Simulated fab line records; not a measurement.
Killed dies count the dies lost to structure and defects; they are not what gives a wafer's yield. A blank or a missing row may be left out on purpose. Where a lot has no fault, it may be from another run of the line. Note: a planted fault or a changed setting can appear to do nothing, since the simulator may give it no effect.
Problem report, 8D (eight disciplines) form, completed by code + flow berkeleyCmos170 + the parts of the form that need people (team, actions taken, sign-off) are left out

== 1. THE ISSUE ==
Wafers without a fault read 25.990 with a standard deviation of 0.026, while exposureDoseMJCm2 at UCB170_M3_EXPOSE_12 averages 25.859 across 3 wafers of 1 lot. Relative to the usual mean, that is a shift of -5.0 standard deviations.
The step: exposes mask METAL3, target cd 700 nm.
First observed at day 14 05:54: wafer L731.1, on krfScanner-01. At this step, 39 wafers from 13 lots have a number in the record. By rule, "out" or "out of limits" means more than 4 standard deviations away from the usual mean. All remaining wafers that have a number are taken as sound.

== 2. WHAT IT IS, AND WHAT IT ISN'T ==
| question                    | is                     | is not                                                                    |
|-----------------------------|------------------------|---------------------------------------------------------------------------|
| which readings at this step | exposureDoseMJCm2      | -                                                                         |
| which lots                  | L731                   | L711, L712, L713, L715, L716, L719, L720, L722, L723, L727, L732, L733    |
| which wafers of those lots  | all that have a number | -                                                                         |
| read on which tools         | krfScanner-01          | krfScanner-02                                                             |
| when                        | from day 14 05:54      | up to then (30 sound wafers); but 6 sound wafers of L732, L733 came after |

== 3. WHAT RULES OUT EACH SUSPECT ==
Counting: a tool at a process step up to the reading stays a suspect if it ran every lot that is out and no sound lot after the first of them.
- krfScanner-01 at UCB170_M3_EXPOSE_12 (exposes mask METAL3, target cd 700 nm): kept. It ran the lot that is out, L731 (day 14 05:54), and no sound lot after that; its last sound lot up to then is L723 (day 11 18:10). Out on those wafers are its own readings of exposureDoseMJCm2.
Left after counting: krfScanner-01 at UCB170_M3_EXPOSE_12.

== 4. THE CAUSE (what the simulator had put in) ==
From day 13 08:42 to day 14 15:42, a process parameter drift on krfScanner-01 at UCB170_M3_EXPOSE_12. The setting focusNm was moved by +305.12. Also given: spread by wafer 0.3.
Counting left only this tool.

== 5. THE EFFECT CHAIN, in route order ==
Rows list readings where the struck wafers' mean (over those with a number) sits beyond 3 standard deviations from the usual. Readings are gone through only where the record gives a usual standard deviation; hours: the median, over the lots, of the time from a lot's start at the first step in this table giving one to that lot's start at this step; sigmas: the change measured in usual standard deviations.
| hours | step                | reading           | usual  | on struck wafers | change | sigmas |
|-------|---------------------|-------------------|--------|------------------|--------|--------|
| 0     | UCB170_M3_EXPOSE_12 | exposureDoseMJCm2 | 25.990 | 25.859           | -0.131 | -5.0   |
Here are the process steps it includes:
- UCB170_M3_EXPOSE_12: exposes mask METAL3, target cd 700 nm.

== 6. WHAT WOULD HAVE CAUGHT IT SOONER ==
First out-of-limits reading in this record: day 14 05:54, which is 21 hours after fault onset at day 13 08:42.
